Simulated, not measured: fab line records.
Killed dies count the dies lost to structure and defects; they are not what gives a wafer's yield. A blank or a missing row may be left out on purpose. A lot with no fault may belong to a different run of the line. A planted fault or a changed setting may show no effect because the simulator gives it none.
Split-lot experiment | flow rit cmos | on a route of 202 steps: 5 lots, 23 wafers read

== ON THE SPLIT ==
At RIT_CONTACT_DEVELOP_07 (develop time 120 s), the setting develop time s was moved away from the recipe's 120 s on 10 of the 23 wafers read, by +4.2% to +12.9%. All remaining wafers had this setting at the recipe value.

== FROM THE SPLIT TO THE READING: what the file shows between them, 3 steps ==
- RIT_CONTACT_CD_MEAS_08: target cd 1000 nm
- RIT_CONTACT_ETCH_11: etches SiO2 in CHF3/CF4/Ar, stops on TiSi2, target depth 480 nm, time 320 s (also split here: time s)
- RIT_CONTACT_STRIP_12: strips in O2, time 180 s

== THE READING ==
At RIT_CONTACT_CD_MEAS_90: cd nm in nanometres, against a target cd of 1000 nm. Typical for fault-free wafers on this fab line: 999.0 nm, with standard deviation 2.1 nm.

wafer  | tool, chamber at the split | develop time s as run, s | against the recipe | cd nm, nm | against lot-mates on the recipe
L076.1 | litho track-04, 0          | 120                      | recipe             | 997.5     | -
L076.2 | litho track-04, 0          | 134.2                    | +11.8%             | 1006.1    | +7.9
L076.4 | litho track-04, 0          | 134.2                    | +11.8%             | 1007.0    | +8.8
L076.5 | litho track-04, 0          | 120                      | recipe             | 1000.0    | -
L076.6 | litho track-04, 0          | 120                      | recipe             | 997.1     | -
L077.1 | litho track-03, 0          | 133.3                    | +11.1%             | 1007.2    | +11.1
L077.2 | litho track-03, 0          | 120                      | recipe             | 995.9     | -
L077.3 | litho track-03, 0          | 120                      | recipe             | 996.3     | -
L077.5 | litho track-03, 0          | 133.3                    | +11.1%             | 1006.1    | +10.0
L077.6 | litho track-03, 0          | 133.3                    | +11.1%             | 1004.4    | +8.3
L078.2 | litho track-01, 0          | 125.1                    | +4.2%              | 1007.0    | +5.9
L078.3 | litho track-01, 0          | 125.1                    | +4.2%              | 1005.6    | +4.5
L078.4 | litho track-01, 0          | 120                      | recipe             | 1001.8    | -
L078.5 | litho track-01, 0          | 125.1                    | +4.2%              | 1004.9    | +3.8
L078.6 | litho track-01, 0          | 120                      | recipe             | 1000.5    | -
L080.2 | litho track-01, 0          | 120                      | recipe             | 999.8     | -
L080.3 | litho track-01, 0          | 120                      | recipe             | 998.7     | -
L080.5 | litho track-01, 0          | 120                      | recipe             | 1000.8    | -
L081.1 | litho track-04, 0          | 120                      | recipe             | 996.3     | -
L081.2 | litho track-04, 0          | 135.5                    | +12.9%             | 1007.9    | +10.7
L081.3 | litho track-04, 0          | 120                      | recipe             | 997.4     | -
L081.4 | litho track-04, 0          | 120                      | recipe             | 997.8     | -
L081.5 | litho track-04, 0          | 135.5                    | +12.9%             | 1008.8    | +11.6

THE FIT
A straight line over all 23 wafers: cd nm changes by +0.711 nm for each +1% of develop time s; r = +0.87; the points scatter about the line by 2.2 nm.
The same after taking each lot's own level away (the mean of its wafers on the recipe; 23 wafers): +0.827 nm for each +1%; r = +0.97; scatter 1.1 nm.
On that fit, the largest move of develop time s shifts the reading by 11 nm.
The span of the lots' own levels, 996.10 to 1001.15 nm, comes to 2.4 times the standard deviation stated above.
Hence the slope depends on the lot-to-lot level, as the two fits are not the same.
Check: with one of the wafers moved furthest among these (+12.9%) left out of the fit, the line predicts +10.9 nm for it against its lot-mates. It came out at +10.7 nm against them.

== OTHER SPLITS ON THESE WAFERS ==
Other splits were also applied to these wafers ahead of the reading. Each is held against what the fit with the lots' levels taken away leaves over:
other split on the same wafers | wafers away from the commonest value | r with cd nm (lot level and that fit taken away)
RIT_PLDD_IMPLANT_08 dose cm2   | 10                                   | +0.28
RIT_NSD_COAT_01 spin rpm       | 7                                    | -0.07
RIT_NSD_IMPLANT_08 energy kev  | 4                                    | -0.21
RIT_PSD_SOFTBAKE_02 temp c     | 9                                    | -0.04
RIT_PSD_IMPLANT_08 energy kev  | 9                                    | -0.04
RIT_SILICIDE_SPUTTER_01 time s | 5                                    | +0.18
RIT_CONTACT_ETCH_11 time s     | 11                                   | +0.13

== THE WHOLE CHAIN: every reading that the file lists as answering this split, in the file's order ==
step                   | what it does                                                                | reading                                                        | change (the file's fit)               | r (the file's)
RIT_CONTACT_CD_MEAS_08 | target cd 1000 nm                                                           | cd nm                                                          | +0.838 nm for each +1% of the setting | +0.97
RIT_CONTACT_ETCH_11    | etches SiO2 in CHF3/CF4/Ar, stops on TiSi2, target depth 480 nm, time 320 s | CONTACT.cd nm (the simulator's own value, which no gauge read) | +0.829 nm for each +1% of the setting | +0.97
RIT_CONTACT_CD_MEAS_90 | target cd 1000 nm                                                           | cd nm                                                          | +0.831 nm for each +1% of the setting | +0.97

== FILE'S OWN FIT ==
cd nm changes by +0.831 nm for each +1% of develop time s, r = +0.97.
